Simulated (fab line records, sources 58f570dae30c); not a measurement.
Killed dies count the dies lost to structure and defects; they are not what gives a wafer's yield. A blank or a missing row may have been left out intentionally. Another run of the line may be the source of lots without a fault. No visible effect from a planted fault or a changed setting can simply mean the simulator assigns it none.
fab line records + flow berkeley-cmos170
record:
- lots: 6
- wafers: 18
- last-day: 12
route steps=331 shown ZERO@12 NWELL@14
lots with no fault: from the same line, run without faults
start-h: hours from the record's first day to the start of the lot's first wafer shown + wait-h: hours since the lot's step before + " repeats the value in the row above + L1.1+2: one row covering several wafers at once + - value missing, or start not given + * or withheld: withheld + < > ~ a bound
route shown NAME@n: a module of which the file shows steps, and the number in the route of the first + usual: mean/standard deviation of fault-free wafers + same: alike in all rows + chamber/n: place in a boat + sites: the reading at each site + _std_site: standard deviation of those values + _edge_site: inner sites' mean taken away from outer sites' mean + radius-mm: how far each site lies from the wafer's centre + mask NAME#n: copy n + behind: the tool/chamber that last shaped the wafer + hold: why the lot was held/for how many hours/how that ended + device: whichever transistor did not switch (one of n, p or np) + end of line: tests of these same wafers at the route's end + for a step that has no rows: nothing shown but its recipe + killed: the dies lost at the first sort to structure and to defects; this is not the yield of the wafer + map: the dies of a wafer, with x for killed, . for not killed, _ for no die there
set.NAME: the setting the step ran with; set.NAME@STEP: the setting that earlier step ran with + model.NAME: the simulator's own value behind a step, which no gauge read
lots seen at some steps along the route; tables by step, rows by wafer
services: from which hour (start-h, from the record's first day; less than 0 if before it) a tool's chamber was out of use, for how many hours, and why
== steps ==
step: UCB170_ZERO_ETCH_06
recipe:
- chemistry: CHF3/CF4/Ar
- target: SiO2
- time-s: 12
- pressure-mtorr: 100
- rf-w: 500
- CHF3_flow_sccm: 50
- cf4-flow-sccm: 10
- Ar_flow_sccm: 120
- over-etch-frac: 1.58
usual:
- drypump-motor-current-A: 5.7/0.4
- oes-product-au: 0.618/0.01
- throttle-valve-pct: 9.34/0.1
| lot.wafer | tool        | chamber | start-h | wait-h | drypump-motor-current-A | oes-product-au | rf-hours-counter-h | throttle-valve-pct |
|-----------|-------------|---------|---------|--------|-------------------------|----------------|--------------------|--------------------|
| L357.1    | rie-diel-04 | 3       | 33.50   | -      | 5.3                     | 0.620          | 102                | 9.43               |
| L357.2    | "           | 1       | "       | "      | 6.1                     | 0.623          | 4                  | 9.21               |
| L357.4    | "           | 2       | "       | "      | 5.9                     | 0.608          | 1                  | 9.41               |
| L359.1    | rie-diel-01 | 2       | 45.46   | -      | 5.2                     | 0.622          | 54                 | 9.23               |
| L359.2    | "           | 1       | "       | "      | 5.3                     | 0.630          | 96                 | 9.37               |
| L359.4    | "           | 3       | "       | "      | 6.1                     | 0.625          | 116                | 9.27               |
| L363.2    | rie-diel-01 | 3       | 68.39   | -      | 6.1                     | 0.620          | 118                | 9.26               |
| L363.3    | "           | 0       | "       | "      | 5.7                     | 0.615          | 18                 | 9.31               |
| L363.4    | "           | 1       | "       | "      | 5.3                     | 0.613          | 98                 | 9.39               |
| L364.2    | rie-diel-02 | 0       | 68.64   | -      | 5.5                     | 0.603          | 22                 | 9.36               |
| L364.3    | "           | 2       | "       | "      | 5.8                     | 0.627          | 50                 | 9.57               |
| L364.4    | "           | 3       | "       | "      | 5.0                     | 0.633          | 8                  | 9.42               |
| L373.2    | rie-diel-01 | 1       | 113.04  | -      | 5.3                     | 0.627          | 100                | 9.37               |
| L373.5    | "           | 2       | "       | "      | 5.3                     | 0.619          | -                  | 9.25               |
| L373.6    | "           | 1       | "       | "      | 5.3                     | 0.619          | -                  | 9.38               |
| L374.1    | rie-diel-04 | 1       | 113.61  | -      | 6.2                     | 0.625          | 9                  | 9.23               |
| L374.4    | "           | 3       | "       | "      | 5.2                     | 0.608          | 107                | 9.45               |
| L374.6    | "           | 3       | "       | "      | 5.2                     | 0.609          | -                  | 9.44               |
step: UCB170_ZERO_STRIP_07
recipe:
- chemistry: O2
- power-w: 400
- pressure-mtorr: 3500
- platen-temp-c: withheld
- o2-flow-sccm: 400
- overash-fraction: 0.5
usual:
- drypump-motor-current-A: 5.7/0.41
- oes-product-au: 0.728/0.0043
- strip-time-to-endpoint-s: 21.51/0.057
| lot.wafer | tool            | chamber | start-h | wait-h | drypump-motor-current-A | oes-product-au | rf-hours-counter-h | strip-time-to-endpoint-s |
|-----------|-----------------|---------|---------|--------|-------------------------|----------------|--------------------|--------------------------|
| L357.1    | plasma-asher-03 | 1       | 33.52   | 0.0    | 5.4                     | 0.728          | 23                 | 21.44                    |
| L357.2    | "               | 0       | "       | "      | 5.3                     | 0.724          | 23                 | 21.54                    |
| L357.4    | "               | 0       | "       | "      | 5.3                     | 0.721          | -                  | 21.46                    |
| L359.1    | plasma-asher-03 | 0       | 45.48   | 0.0    | 5.3                     | 0.725          | 25                 | 21.48                    |
| L359.2    | "               | 1       | "       | "      | 5.4                     | 0.730          | 25                 | 21.44                    |
| L359.4    | "               | 1       | "       | "      | 5.4                     | 0.729          | -                  | 21.48                    |
| L363.2    | plasma-asher-02 | 0       | 68.41   | 0.0    | 5.8                     | 0.726          | 30                 | 21.48                    |
| L363.3    | "               | 1       | "       | "      | 6.4                     | 0.727          | -                  | 21.45                    |
| L363.4    | "               | 0       | "       | "      | 5.8                     | 0.727          | -                  | 21.54                    |
| L364.2    | plasma-asher-03 | 0       | 68.66   | 0.0    | 5.3                     | 0.721          | 28                 | 21.54                    |
| L364.3    | "               | 0       | "       | "      | 5.3                     | 0.727          | -                  | 21.55                    |
| L364.4    | "               | 1       | "       | "      | 5.4                     | 0.727          | -                  | 21.61                    |
| L373.2    | plasma-asher-02 | 0       | 113.07  | 0.0    | 5.8                     | 0.729          | 35                 | 21.54                    |
| L373.5    | "               | 1       | "       | "      | 6.4                     | 0.726          | -                  | 21.46                    |
| L373.6    | "               | 0       | "       | "      | 5.8                     | 0.721          | -                  | 21.47                    |
| L374.1    | plasma-asher-03 | 1       | 113.63  | 0.0    | 5.5                     | 0.726          | 33                 | 21.51                    |
| L374.4    | "               | 0       | "       | "      | 5.3                     | 0.732          | -                  | 21.54                    |
| L374.6    | "               | 0       | "       | "      | 5.3                     | 0.732          | -                  | 21.59                    |
step: UCB170_NWELL_WET_ETCH_00
recipe:
- chemistry: dHF
- dilution: 25:1
- target: SiO2
- temp-c: 25
- time-s: 200
step: UCB170_NWELL_OXIDATION_01
recipe:
- temp-c: 1000
- ambient: O2
- target-thk-a: 264
- ox-time-s: 1260
step: UCB170_NWELL_THK_MEAS_02
recipe:
- reads: SiO2_of_NWELL_OXIDATION_01
usual:
- NWELL_OXIDE_THK: 26.2/0.44
| lot.wafer | tool          | chamber | start-h | wait-h | NWELL_OXIDE_THK[nm] |
|-----------|---------------|---------|---------|--------|---------------------|
| L357.1    | film-metro-02 | -       | 43.28   | 0.0    | 26.7                |
| L357.2    | "             | -       | "       | "      | 26.9                |
| L357.4    | "             | -       | "       | "      | 27.0                |
| L359.1    | film-metro-03 | -       | 61.18   | 0.0    | 26.5                |
| L359.2    | "             | -       | "       | "      | 26.3                |
| L359.4    | "             | -       | "       | "      | 26.6                |
| L363.2    | film-metro-02 | -       | 73.51   | 0.0    | 26.2                |
| L363.3    | "             | -       | "       | "      | 25.8                |
| L363.4    | "             | -       | "       | "      | 25.9                |
| L364.2    | film-metro-03 | -       | 73.55   | 0.0    | 26.5                |
| L364.3    | "             | -       | "       | "      | 27.0                |
| L364.4    | "             | -       | "       | "      | 26.4                |
| L374.1    | film-metro-02 | -       | 119.13  | 0.0    | 25.9                |
| L374.4    | "             | -       | "       | "      | 25.8                |
| L374.6    | "             | -       | "       | "      | 25.5                |
| L373.2    | film-metro-03 | -       | 119.14  | 0.0    | 26.5                |
| L373.5    | "             | -       | "       | "      | 25.7                |
| L373.6    | "             | -       | "       | "      | 26.5                |
step: UCB170_NWELL_ANNEAL_03
recipe:
- temp-c: 1000
- time-s: 900
- ambient: N2
step: UCB170_NWELL_CVD_04
recipe:
- material: Si3N4
- target-thk-nm: 224
- temp-c: 800
- precursor: SiH2Cl2/NH3
- time-s: 3360
- pressure-mtorr: 200
- sih2cl2-flow-sccm: 25
- nh3-flow-sccm: 75
step: UCB170_NWELL_THK_MEAS_05
recipe:
- reads: Si3N4_of_NWELL_CVD_04
usual:
- NWELL_NITRIDE_THK: 223.7/2.3
| lot.wafer | tool          | chamber | start-h | wait-h | NWELL_NITRIDE_THK[nm] |
|-----------|---------------|---------|---------|--------|-----------------------|
| L357.1    | film-metro-01 | -       | 60.09   | 0.0    | 227.0                 |
| L357.2    | "             | -       | "       | "      | 224.4                 |
| L357.4    | "             | -       | "       | "      | 227.0                 |
| L359.1    | film-metro-01 | -       | 69.95   | 0.0    | 222.5                 |
| L359.2    | "             | -       | "       | "      | 222.4                 |
| L359.4    | "             | -       | "       | "      | 222.0                 |
| L363.2    | film-metro-02 | -       | 80.73   | 0.0    | 226.4                 |
| L363.3    | "             | -       | "       | "      | 227.3                 |
| L363.4    | "             | -       | "       | "      | 226.6                 |
| L364.2    | film-metro-03 | -       | 80.73   | 0.0    | 225.1                 |
| L364.3    | "             | -       | "       | "      | 224.4                 |
| L364.4    | "             | -       | "       | "      | 224.5                 |
| L374.1    | film-metro-03 | -       | 126.80  | 0.0    | 223.4                 |
| L374.4    | "             | -       | "       | "      | 222.9                 |
| L374.6    | "             | -       | "       | "      | 222.4                 |
| L373.2    | film-metro-01 | -       | 126.81  | 0.0    | 219.6                 |
| L373.5    | "             | -       | "       | "      | 220.3                 |
| L373.6    | "             | -       | "       | "      | 220.5                 |
step: UCB170_NWELL_HMDS_06
recipe:
- prime-time-s: 60
- prime-temp-c: 100
step: UCB170_NWELL_COAT_07
recipe:
- resist: KrF
- spin-rpm: 1500
- resist-thk-nm: 900
step: UCB170_NWELL_SOFTBAKE_08
recipe:
- resist: KrF
- temp-c: 130
- time-s: 60
step: UCB170_NWELL_EXPOSE_09
recipe:
- mask-id: NWELL
- target-cd-nm: 3000
- na: 0.5
- sigma-outer: 0.6
- source-shape: conventional
- dose-mj: 25
step: UCB170_NWELL_PEB_10
recipe:
- peb-temp-c: 130
- peb-time-s: withheld
- resist: KrF
usual:
- heater-power-total-W: 56.79/0.048
- plate-temp-C: 129.98/0.14
| lot.wafer | tool           | chamber | start-h | wait-h | heater-power-total-W | plate-temp-C |
|-----------|----------------|---------|---------|--------|----------------------|--------------|
| L357.1    | litho-track-03 | 0       | 61.05   | 0.3    | 56.70                | 130.01       |
| L357.2    | "              | 0       | "       | "      | 56.82                | 130.12       |
| L357.4    | "              | 0       | "       | "      | 56.77                | 130.21       |
| L359.1    | litho-track-04 | 0       | 70.58   | 0.1    | 56.81                | 129.96       |
| L359.2    | "              | 0       | "       | "      | 56.78                | 129.83       |
| L359.4    | "              | 0       | "       | "      | 56.79                | 129.74       |
| L364.2    | litho-track-04 | 0       | 81.49   | 0.1    | 56.79                | 129.95       |
| L364.3    | "              | 0       | "       | "      | 56.78                | 130.03       |
| L364.4    | "              | 0       | "       | "      | 56.82                | 129.97       |
| L363.2    | litho-track-02 | 0       | 81.73   | 0.1    | 56.85                | 129.86       |
| L363.3    | "              | 0       | "       | "      | 56.78                | 129.96       |
| L363.4    | "              | 0       | "       | "      | 56.80                | 129.89       |
| L374.1    | litho-track-04 | 0       | 129     | -      | 58.82                | 133.26       |
| L374.4    | "              | 0       | "       | "      | 58.82                | 133.33       |
| L374.6    | "              | 0       | "       | "      | 58.79                | 133.28       |
| L373.2    | litho-track-04 | 0       | 130     | -      | 58.77                | 133.43       |
| L373.5    | "              | 0       | "       | "      | 58.79                | 133.41       |
| L373.6    | "              | 0       | "       | "      | 58.74                | 133.45       |
step: UCB170_NWELL_DEVELOP_11
recipe:
- developer: TMAH
- develop-time-s: 45
- resist: KrF
- dev-temp-c: 21
step: UCB170_NWELL_OVL_MEAS_12
usual:
- NWELL_OVL: 0/5.8
| lot.wafer | tool       | chamber | start-h | wait-h | NWELL_OVL[nm] |
|-----------|------------|---------|---------|--------|---------------|
| L357.1    | overlay-01 | -       | 61.32   | -      | 0             |
| L357.2    | "          | -       | "       | "      | -4            |
| L357.4    | "          | -       | "       | "      | 4             |
| L359.1    | overlay-01 | -       | 70.86   | -      | -3            |
| L359.2    | "          | -       | "       | "      | 2             |
| L359.4    | "          | -       | "       | "      | -1            |
| L364.2    | overlay-02 | -       | 81.75   | -      | 1             |
| L364.3    | "          | -       | "       | "      | -2            |
| L364.4    | "          | -       | "       | "      | 0             |
| L363.2    | overlay-01 | -       | 81.99   | -      | 0             |
| L363.3    | "          | -       | "       | "      | -3            |
| L363.4    | "          | -       | "       | "      | -1            |
| L374.1    | overlay-01 | -       | 130.03  | -      | 0             |
| L374.4    | "          | -       | "       | "      | 0             |
| L374.6    | "          | -       | "       | "      | -3            |
| L373.2    | overlay-02 | -       | 130.31  | -      | -1            |
| L373.5    | "          | -       | "       | "      | -6            |
| L373.6    | "          | -       | "       | "      | 1             |
step: UCB170_NWELL_ETCH_13
recipe:
- chemistry: CH3F/Ar/O2
- target: Si3N4
- stop-on: SiO2
- CH3F_flow_sccm: 20
- Ar_flow_sccm: 50
- O2_flow_sccm: 7
- pressure-mtorr: 50
- rf-w: 450
- target-depth-a: 2464
- over-etch-frac: 0.1
- time-s: 154
usual:
- drypump-motor-current-A: 5.6/0.4
- oes-product-au: 0.938/0.016
- throttle-valve-pct: 8.15/0.11
| lot.wafer | tool        | chamber | start-h | wait-h | drypump-motor-current-A | oes-product-au | rf-hours-counter-h | throttle-valve-pct | model.NWELL.cd-nm |
|-----------|-------------|---------|---------|--------|-------------------------|----------------|--------------------|--------------------|-------------------|
| L357.1    | rie-diel-02 | 0       | 61.36   | 0.0    | 5.5                     | 0.922          | 22                 | 8.18               | 2997              |
| L357.2    | "           | 3       | "       | "      | 5.0                     | 0.953          | 8                  | 8.19               | 2998              |
| L357.4    | "           | 1       | "       | "      | 5.9                     | 0.939          | 133                | 8.01               | 2999              |
| L359.1    | rie-diel-03 | 2       | 70.89   | 0.0    | 5.1                     | 0.950          | 115                | 8.18               | 2999              |
| L359.2    | "           | 1       | "       | "      | 5.8                     | 0.911          | 8                  | 8.15               | 3000              |
| L359.4    | "           | 0       | "       | "      | 5.0                     | 0.935          | 11                 | 8.09               | 2999              |
| L364.2    | rie-diel-02 | 1       | 81.78   | 0.0    | 5.9                     | 0.938          | 134                | 8.02               | 3001              |
| L364.3    | "           | 3       | "       | "      | 5.0                     | 0.953          | 8                  | 8.21               | 3001              |
| L364.4    | "           | 0       | "       | "      | 5.5                     | 0.926          | 23                 | 8.18               | 3000              |
| L363.2    | rie-diel-02 | 2       | 82.02   | 0.0    | 5.8                     | 0.967          | 50                 | 8.34               | 3000              |
| L363.3    | "           | 1       | "       | "      | 5.9                     | 0.945          | 134                | 8.01               | 2998              |
| L363.4    | "           | 0       | "       | "      | 5.6                     | 0.930          | 23                 | 8.18               | 2998              |
| L374.1    | rie-diel-02 | 3       | 130.06  | 0.0    | 5.0                     | 0.954          | 10                 | 8.20               | 3019              |
| L374.4    | "           | 0       | "       | "      | 5.5                     | 0.920          | 25                 | 8.18               | 3020              |
| L374.6    | "           | 2       | "       | "      | 5.8                     | 0.954          | -                  | 8.34               | 3019              |
| L373.2    | rie-diel-03 | 1       | 130.34  | 0.0    | 5.8                     | 0.907          | 11                 | 8.13               | 3023              |
| L373.5    | "           | 1       | "       | "      | 5.8                     | 0.902          | -                  | 8.14               | 3023              |
| L373.6    | "           | 2       | "       | "      | 5.1                     | 0.949          | -                  | 8.16               | 3022              |
step: UCB170_NWELL_IMPLANT_14
recipe:
- species: P
- dose-cm2: 1e+13
- energy-kev: 150
- tilt-deg: 7
== services ==
| tool            | chamber | start-h | hours | kind   |
|-----------------|---------|---------|-------|--------|
| rie-diel-01     | 0       | 15.61   | 8.4   | repair |
| rie-diel-02     | 3       | 17.92   | 16.2  | repair |
| rie-diel-03     | 1       | 49.71   | 4.1   | repair |
| rie-diel-04     | 2       | 62.20   | 3.0   | repair |
| rie-diel-02     | 3       | 112.35  | 8.7   | repair |
| rie-diel-03     | 0       | 113.68  | 22.1  | repair |
| plasma-asher-02 | -       | 114.46  | 1.7   | repair |
== key ==
first-sign:
- step: UCB170_NWELL_PEB_10
- reading: heater-power-total-W
- direction: up
- sigmas: 41
- usual: 56.79
- struck: 58.79
effect:
- step: UCB170_NWELL_PEB_10
- reading: plate-temp-C
- direction: up
- sigmas: 25
- usual: *
- struck: *
model-effect:
- step: UCB170_NWELL_ETCH_13
- value: NWELL.cd-nm
- without: 3001
- struck: 3021
met-at UCB170_NWELL_PEB_10
struck-wafers L373.2,L373.5,L373.6,L374.1,L374.4,L374.6
rows-end L374.1,L374.4,L374.6
tester-left-out L373
onset-between 81.49 129
fault:
- kind: process-parameter-drift
- tool: litho-track-04
- chamber: -
- onset-h: 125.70
- steps: UCB170_NWELL_PEB_10
- channel: peb-temp-c
- offset: *
- shape: step
- end-h: 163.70
- acts-in: *
- stated: *
tester-left-out: of these lots the tester's yield and bins aren't shown, on N5 and GAA mostly nor the transistor test; their killed dies are dies lost to structure and defects alone, not to doping, threshold or leakage, so they don't give the yield
rows-end: these wafers met a further fault down the route, and their rows from its step on are left out
